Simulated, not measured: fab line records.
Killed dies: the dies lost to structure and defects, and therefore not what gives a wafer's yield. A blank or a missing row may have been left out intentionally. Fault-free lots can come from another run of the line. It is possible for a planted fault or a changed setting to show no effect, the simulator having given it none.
Which tool was responsible? || flow berkeley_cmos170 || 14 lots, 42 wafers sampled, at 6 steps of a route of 331

WHAT EACH GAUGE READ, for each wafer
UCB170_PLDD_TW_MEAS_11. Usual: PLDD_TW typically reads 1009, with standard deviation 6.3.
{"lot": "L960", "measured": "day 6 20:39", "on": "film_metro-03", "PLDD_TW": "1010 1009 1006", "flag": ""}
{"lot": "L961", "measured": "day 6 20:49", "on": "film_metro-01", "PLDD_TW": "1007 1005 1005", "flag": ""}
{"lot": "L962", "measured": "day 7 06:33", "on": "film_metro-01", "PLDD_TW": "1016 1010 1004", "flag": ""}
{"lot": "L965", "measured": "day 7 18:47", "on": "film_metro-01", "PLDD_TW": "1008 1004 1010", "flag": ""}
{"lot": "L966", "measured": "day 7 18:47", "on": "film_metro-03", "PLDD_TW": "1001 1002 996", "flag": ""}
{"lot": "L967", "measured": "day 8 09:42", "on": "film_metro-03", "PLDD_TW": "1009 1010 1009", "flag": ""}
{"lot": "L968", "measured": "day 8 18:25", "on": "film_metro-01", "PLDD_TW": "1004 1006 1006", "flag": ""}
{"lot": "L971", "measured": "day 8 18:38", "on": "film_metro-03", "PLDD_TW": "1012 1006 1003", "flag": ""}
{"lot": "L969", "measured": "day 8 18:41", "on": "film_metro-02", "PLDD_TW": "1016 1023 1016", "flag": ""}
{"lot": "L972", "measured": "day 8 18:56", "on": "film_metro-02", "PLDD_TW": "1013 1019 1012", "flag": ""}
{"lot": "L974", "measured": "day 9 07:44", "on": "film_metro-02", "PLDD_TW": "1021 1017 1015", "flag": ""}
{"lot": "L977", "measured": "day 9 10:41", "on": "film_metro-01", "PLDD_TW": "1010 1005 1005", "flag": ""}
{"lot": "L982", "measured": "day 10 11:50", "on": "film_metro-02", "PLDD_TW": "1012 1009 1019", "flag": ""}
{"lot": "L980", "measured": "day 10 12:05", "on": "film_metro-03", "PLDD_TW": "1002 1008 999", "flag": ""}

UCB170_SDANNEAL_RS_MEAS_03: measures by four-point-probe. Usual: NSD_RS typically reads 37.26 ohm/sq, with standard deviation 0.079.
{"lot": "L960", "measured": "day 7 07:23", "on": "film_metro-03", "NSD_RS (ohm/sq)": "37.26 37.16 37.20", "flag": ""}
{"lot": "L961", "measured": "day 7 08:12", "on": "film_metro-01", "NSD_RS (ohm/sq)": "37.17 37.37 37.24", "flag": ""}
{"lot": "L962", "measured": "day 7 20:34", "on": "film_metro-02", "NSD_RS (ohm/sq)": "37.30 37.26 37.21", "flag": ""}
{"lot": "L965", "measured": "day 8 08:47", "on": "film_metro-01", "NSD_RS (ohm/sq)": "37.18 37.35 37.31", "flag": ""}
{"lot": "L966", "measured": "day 8 08:35", "on": "film_metro-02", "NSD_RS (ohm/sq)": "37.41 37.32 37.44", "flag": ""}
{"lot": "L967", "measured": "day 8 21:17", "on": "film_metro-02", "NSD_RS (ohm/sq)": "37.34 37.35 37.29", "flag": ""}
{"lot": "L968", "measured": "day 9 07:46", "on": "film_metro-03", "NSD_RS (ohm/sq)": "37.24 37.26 37.14", "flag": ""}
{"lot": "L971", "measured": "day 9 08:02", "on": "film_metro-02", "NSD_RS (ohm/sq)": "37.32 37.29 37.31", "flag": ""}
{"lot": "L969", "measured": "day 9 07:35", "on": "film_metro-01", "NSD_RS (ohm/sq)": "37.18 37.08 37.11", "flag": ""}
{"lot": "L972", "measured": "day 9 08:14", "on": "film_metro-03", "NSD_RS (ohm/sq)": "37.28 37.43 37.42", "flag": ""}
{"lot": "L974", "measured": "day 9 22:14", "on": "film_metro-03", "NSD_RS (ohm/sq)": "37.22 37.24 37.27", "flag": ""}
{"lot": "L977", "measured": "day 9 23:03", "on": "film_metro-03", "NSD_RS (ohm/sq)": "37.14 37.28 37.11", "flag": ""}
{"lot": "L982", "measured": "day 10 20:47", "on": "film_metro-02", "NSD_RS (ohm/sq)": "37.22 37.27 37.32", "flag": ""}
{"lot": "L980", "measured": "day 11 02:08", "on": "film_metro-03", "NSD_RS (ohm/sq)": "37.31 37.32 37.25", "flag": ""}

UCB170_SILICIDE_RS_MEAS_02: measures by four-point-probe. Usual: SILICIDE_TI_RS typically reads 26.3 ohm/sq, with standard deviation 0.45.
{"lot": "L960", "measured": "day 7 07:50", "on": "film_metro-01", "SILICIDE_TI_RS (ohm/sq)": "26.5 26.0 26.0", "flag": ""}
{"lot": "L961", "measured": "day 7 08:40", "on": "film_metro-01", "SILICIDE_TI_RS (ohm/sq)": "26.7 26.8 26.5", "flag": ""}
{"lot": "L962", "measured": "day 7 21:01", "on": "film_metro-04", "SILICIDE_TI_RS (ohm/sq)": "26.6 26.6 26.5", "flag": ""}
{"lot": "L965", "measured": "day 8 09:14", "on": "film_metro-01", "SILICIDE_TI_RS (ohm/sq)": "25.8 26.0 25.9", "flag": ""}
{"lot": "L966", "measured": "day 8 09:09", "on": "film_metro-04", "SILICIDE_TI_RS (ohm/sq)": "27.0 26.7 26.8", "flag": ""}
{"lot": "L967", "measured": "day 8 21:44", "on": "film_metro-02", "SILICIDE_TI_RS (ohm/sq)": "25.9 25.9 25.9", "flag": ""}
{"lot": "L968", "measured": "day 9 08:23", "on": "film_metro-02", "SILICIDE_TI_RS (ohm/sq)": "26.7 26.7 26.4", "flag": ""}
{"lot": "L971", "measured": "day 9 08:31", "on": "film_metro-04", "SILICIDE_TI_RS (ohm/sq)": "25.9 25.7 26.5", "flag": ""}
{"lot": "L969", "measured": "day 9 08:10", "on": "film_metro-04", "SILICIDE_TI_RS (ohm/sq)": "26.7 26.4 26.8", "flag": ""}
{"lot": "L972", "measured": "day 9 08:42", "on": "film_metro-02", "SILICIDE_TI_RS (ohm/sq)": "26.2 26.5 26.2", "flag": ""}
{"lot": "L974", "measured": "day 9 22:46", "on": "film_metro-01", "SILICIDE_TI_RS (ohm/sq)": "25.7 25.5 25.4", "flag": ""}
{"lot": "L977", "measured": "day 9 23:42", "on": "film_metro-04", "SILICIDE_TI_RS (ohm/sq)": "12.0 12.0 11.9", "flag": "OFF"}
{"lot": "L982", "measured": "day 10 21:14", "on": "film_metro-04", "SILICIDE_TI_RS (ohm/sq)": "26.4 26.4 26.3", "flag": ""}
{"lot": "L980", "measured": "day 11 02:49", "on": "film_metro-02", "SILICIDE_TI_RS (ohm/sq)": "12.0 12.1 11.8", "flag": "OFF"}

UCB170_SILICIDE_THK_MEAS_03: measures by xrf. Usual: SILICIDE_TI_THK typically reads 30.1 nm, with standard deviation 0.46.
{"lot": "L960", "measured": "day 7 07:58", "on": "film_metro-01", "SILICIDE_TI_THK (nm)": "30.0 30.5 30.5", "flag": ""}
{"lot": "L961", "measured": "day 7 08:47", "on": "film_metro-01", "SILICIDE_TI_THK (nm)": "29.9 29.8 30.1", "flag": ""}
{"lot": "L962", "measured": "day 7 21:08", "on": "film_metro-04", "SILICIDE_TI_THK (nm)": "29.6 29.6 29.6", "flag": ""}
{"lot": "L965", "measured": "day 8 09:21", "on": "film_metro-01", "SILICIDE_TI_THK (nm)": "30.7 30.5 30.6", "flag": ""}
{"lot": "L966", "measured": "day 8 09:15", "on": "film_metro-04", "SILICIDE_TI_THK (nm)": "29.7 29.8 29.8", "flag": ""}
{"lot": "L967", "measured": "day 8 21:51", "on": "film_metro-02", "SILICIDE_TI_THK (nm)": "30.4 30.4 30.3", "flag": ""}
{"lot": "L968", "measured": "day 9 08:31", "on": "film_metro-02", "SILICIDE_TI_THK (nm)": "29.9 29.9 30.3", "flag": ""}
{"lot": "L971", "measured": "day 9 08:38", "on": "film_metro-04", "SILICIDE_TI_THK (nm)": "30.5 30.6 29.9", "flag": ""}
{"lot": "L969", "measured": "day 9 08:17", "on": "film_metro-04", "SILICIDE_TI_THK (nm)": "29.6 30.0 29.5", "flag": ""}
{"lot": "L972", "measured": "day 9 08:49", "on": "film_metro-02", "SILICIDE_TI_THK (nm)": "30.0 29.9 30.1", "flag": ""}
{"lot": "L974", "measured": "day 9 22:53", "on": "film_metro-01", "SILICIDE_TI_THK (nm)": "31.1 31.1 31.3", "flag": ""}
{"lot": "L977", "measured": "day 9 23:49", "on": "film_metro-04", "SILICIDE_TI_THK (nm)": "59.1 59.3 59.7", "flag": "OFF"}
{"lot": "L982", "measured": "day 10 21:21", "on": "film_metro-04", "SILICIDE_TI_THK (nm)": "30.0 29.8 30.0", "flag": ""}
{"lot": "L980", "measured": "day 11 02:56", "on": "film_metro-02", "SILICIDE_TI_THK (nm)": "59.1 58.8 60.2", "flag": "OFF"}

TOOL THAT RAN EACH LOT (tool first, then ch and the chambers of the sampled wafers, then the start)
{"lot": "L960", "UCB170_PSD_STRIP_09": "plasma_asher-04 ch 0,1, day 7 04:06", "UCB170_SILICIDE_SPUTTER_01": "pvd_sputter-02, day 7 07:49"}
{"lot": "L961", "UCB170_PSD_STRIP_09": "plasma_asher-02 ch 0,1, day 7 04:17", "UCB170_SILICIDE_SPUTTER_01": "pvd_sputter-04, day 7 08:38"}
{"lot": "L962", "UCB170_PSD_STRIP_09": "plasma_asher-02 ch 0,1, day 7 15:32", "UCB170_SILICIDE_SPUTTER_01": "pvd_sputter-04, day 7 20:59"}
{"lot": "L965", "UCB170_PSD_STRIP_09": "plasma_asher-02 ch 0,1, day 8 04:51", "UCB170_SILICIDE_SPUTTER_01": "pvd_sputter-03, day 8 09:12"}
{"lot": "L966", "UCB170_PSD_STRIP_09": "plasma_asher-02 ch 0,1, day 8 04:36", "UCB170_SILICIDE_SPUTTER_01": "pvd_sputter-04, day 8 08:59"}
{"lot": "L967", "UCB170_PSD_STRIP_09": "plasma_asher-03 ch 0,1, day 8 17:52", "UCB170_SILICIDE_SPUTTER_01": "pvd_sputter-03, day 8 21:42"}
{"lot": "L968", "UCB170_PSD_STRIP_09": "plasma_asher-04 ch 0,1, day 9 03:44", "UCB170_SILICIDE_SPUTTER_01": "pvd_sputter-03, day 9 08:11"}
{"lot": "L971", "UCB170_PSD_STRIP_09": "plasma_asher-03 ch 0,1, day 9 03:58", "UCB170_SILICIDE_SPUTTER_01": "pvd_sputter-02, day 9 08:28"}
{"lot": "L969", "UCB170_PSD_STRIP_09": "plasma_asher-02 ch 1, day 9 03:41", "UCB170_SILICIDE_SPUTTER_01": "pvd_sputter-04, day 9 08:01"}
{"lot": "L972", "UCB170_PSD_STRIP_09": "plasma_asher-04 ch 0,1, day 9 04:14", "UCB170_SILICIDE_SPUTTER_01": "pvd_sputter-03, day 9 08:40"}
{"lot": "L974", "UCB170_PSD_STRIP_09": "plasma_asher-02 ch 0,1, day 9 17:44", "UCB170_SILICIDE_SPUTTER_01": "pvd_sputter-02, day 9 22:40"}
{"lot": "L977", "UCB170_PSD_STRIP_09": "plasma_asher-02 ch 0,1, day 9 18:01", "UCB170_SILICIDE_SPUTTER_01": "pvd_sputter-03, day 9 23:28"}
{"lot": "L982", "UCB170_PSD_STRIP_09": "plasma_asher-02 ch 0,1, day 10 17:28", "UCB170_SILICIDE_SPUTTER_01": "pvd_sputter-03, day 10 21:11"}
{"lot": "L980", "UCB170_PSD_STRIP_09": "plasma_asher-02 ch 0,1, day 10 23:07", "UCB170_SILICIDE_SPUTTER_01": "pvd_sputter-04, day 11 02:34"}
- UCB170_PSD_STRIP_09: strips in O2.
- UCB170_SILICIDE_SPUTTER_01: material Ti, target thk 30 nm, time 25 s.

WHAT THE TOOLS THEMSELVES READ (means of the sampled wafers that have a number; where no wafer has one, the mark that the record gives instead)
UCB170_PSD_STRIP_09. Usual: drypump_motor_current_A 5.9 A, standard deviation 0.63; o2_flow_sccm 400.1 sccm, standard deviation 1.1; oes_product_au 0.599 a.u., standard deviation 0.0048; strip_time_to_endpoint_s 29.39 s, standard deviation 0.063.
{"lot": "L960", "tool": "plasma_asher-04", "drypump_motor_current_A (A)": 5.7, "o2_flow_sccm (sccm)": 399.9, "oes_product_au (a.u.)": 0.604, "strip_time_to_endpoint_s (s)": 29.38, "flag": ""}
{"lot": "L961", "tool": "plasma_asher-02", "drypump_motor_current_A (A)": 6.3, "o2_flow_sccm (sccm)": 399.5, "oes_product_au (a.u.)": 0.601, "strip_time_to_endpoint_s (s)": 29.40, "flag": ""}
{"lot": "L962", "tool": "plasma_asher-02", "drypump_motor_current_A (A)": 6.3, "o2_flow_sccm (sccm)": 400.7, "oes_product_au (a.u.)": 0.600, "strip_time_to_endpoint_s (s)": 29.34, "flag": ""}
{"lot": "L965", "tool": "plasma_asher-02", "drypump_motor_current_A (A)": 5.7, "o2_flow_sccm (sccm)": 400.8, "oes_product_au (a.u.)": 0.597, "strip_time_to_endpoint_s (s)": 29.35, "flag": ""}
{"lot": "L966", "tool": "plasma_asher-02", "drypump_motor_current_A (A)": 6.3, "o2_flow_sccm (sccm)": 399.2, "oes_product_au (a.u.)": 0.603, "strip_time_to_endpoint_s (s)": 29.40, "flag": ""}
{"lot": "L967", "tool": "plasma_asher-03", "drypump_motor_current_A (A)": 5.9, "o2_flow_sccm (sccm)": 399.7, "oes_product_au (a.u.)": 0.603, "strip_time_to_endpoint_s (s)": 29.41, "flag": ""}
{"lot": "L968", "tool": "plasma_asher-04", "drypump_motor_current_A (A)": 6.1, "o2_flow_sccm (sccm)": 401.0, "oes_product_au (a.u.)": 0.603, "strip_time_to_endpoint_s (s)": 29.47, "flag": ""}
{"lot": "L971", "tool": "plasma_asher-03", "drypump_motor_current_A (A)": 5.9, "o2_flow_sccm (sccm)": 400.1, "oes_product_au (a.u.)": 0.595, "strip_time_to_endpoint_s (s)": 29.42, "flag": ""}
{"lot": "L969", "tool": "plasma_asher-02", "drypump_motor_current_A (A)": 5.2, "o2_flow_sccm (sccm)": 402.0, "oes_product_au (a.u.)": 0.597, "strip_time_to_endpoint_s (s)": 29.51, "flag": ""}
{"lot": "L972", "tool": "plasma_asher-04", "drypump_motor_current_A (A)": 6.1, "o2_flow_sccm (sccm)": 399.5, "oes_product_au (a.u.)": 0.599, "strip_time_to_endpoint_s (s)": 29.40, "flag": ""}
{"lot": "L974", "tool": "plasma_asher-02", "drypump_motor_current_A (A)": 5.7, "o2_flow_sccm (sccm)": 399.2, "oes_product_au (a.u.)": 0.601, "strip_time_to_endpoint_s (s)": 29.46, "flag": ""}
{"lot": "L977", "tool": "plasma_asher-02", "drypump_motor_current_A (A)": 6.3, "o2_flow_sccm (sccm)": 400.5, "oes_product_au (a.u.)": 0.599, "strip_time_to_endpoint_s (s)": 29.34, "flag": ""}
{"lot": "L982", "tool": "plasma_asher-02", "drypump_motor_current_A (A)": 6.3, "o2_flow_sccm (sccm)": 400.1, "oes_product_au (a.u.)": 0.604, "strip_time_to_endpoint_s (s)": 29.48, "flag": ""}
{"lot": "L980", "tool": "plasma_asher-02", "drypump_motor_current_A (A)": 6.3, "o2_flow_sccm (sccm)": 400.5, "oes_product_au (a.u.)": 0.600, "strip_time_to_endpoint_s (s)": 29.39, "flag": ""}

UCB170_SILICIDE_SPUTTER_01. Usual: throttle_valve_pct at 29.9 %, with a standard deviation of 0.96.
{"lot": "L960", "tool": "pvd_sputter-02", "throttle_valve_pct (%)": 30.2, "flag": ""}
{"lot": "L961", "tool": "pvd_sputter-04", "throttle_valve_pct (%)": 29.1, "flag": ""}
{"lot": "L962", "tool": "pvd_sputter-04", "throttle_valve_pct (%)": 30.8, "flag": ""}
{"lot": "L965", "tool": "pvd_sputter-03", "throttle_valve_pct (%)": 29.7, "flag": ""}
{"lot": "L966", "tool": "pvd_sputter-04", "throttle_valve_pct (%)": 29.2, "flag": ""}
{"lot": "L967", "tool": "pvd_sputter-03", "throttle_valve_pct (%)": 29.5, "flag": ""}
{"lot": "L968", "tool": "pvd_sputter-03", "throttle_valve_pct (%)": 29.5, "flag": ""}
{"lot": "L971", "tool": "pvd_sputter-02", "throttle_valve_pct (%)": 30.4, "flag": ""}
{"lot": "L969", "tool": "pvd_sputter-04", "throttle_valve_pct (%)": 28.9, "flag": ""}
{"lot": "L972", "tool": "pvd_sputter-03", "throttle_valve_pct (%)": 29.9, "flag": ""}
{"lot": "L974", "tool": "pvd_sputter-02", "throttle_valve_pct (%)": 29.6, "flag": ""}
{"lot": "L977", "tool": "pvd_sputter-03", "throttle_valve_pct (%)": 29.3, "flag": ""}
{"lot": "L982", "tool": "pvd_sputter-03", "throttle_valve_pct (%)": 29.9, "flag": ""}
{"lot": "L980", "tool": "pvd_sputter-04", "throttle_valve_pct (%)": 30.0, "flag": ""}

THE ANSWER, worked out from the rows above alone
Rule: a lot counts as off when the mean over its wafers that have a number is more than 3 standard deviations away from the usual mean. A lot without any number at a reading at which 4 lots or more have one is off too. Any other lot the step has rows for is counted as sound. After the gauges, taken in route order, come the tools' own readings; for these a lot's mean is taken, as printed above. The first step at which some lot is off is used, and at that step the reading that is off furthest; a lot without a number counts as furthest.
Off: L977, L980, at UCB170_SILICIDE_RS_MEAS_02 (SILICIDE_TI_RS).
A tool fits if, at a process step before that reading, it ran every lot that is off, and no sound lot after the first of them. Those tools and the gauges at UCB170_SILICIDE_RS_MEAS_02 are tried in the same way. None of those tried fits.

WHAT WAS PUT IN BY THE SIMULATOR
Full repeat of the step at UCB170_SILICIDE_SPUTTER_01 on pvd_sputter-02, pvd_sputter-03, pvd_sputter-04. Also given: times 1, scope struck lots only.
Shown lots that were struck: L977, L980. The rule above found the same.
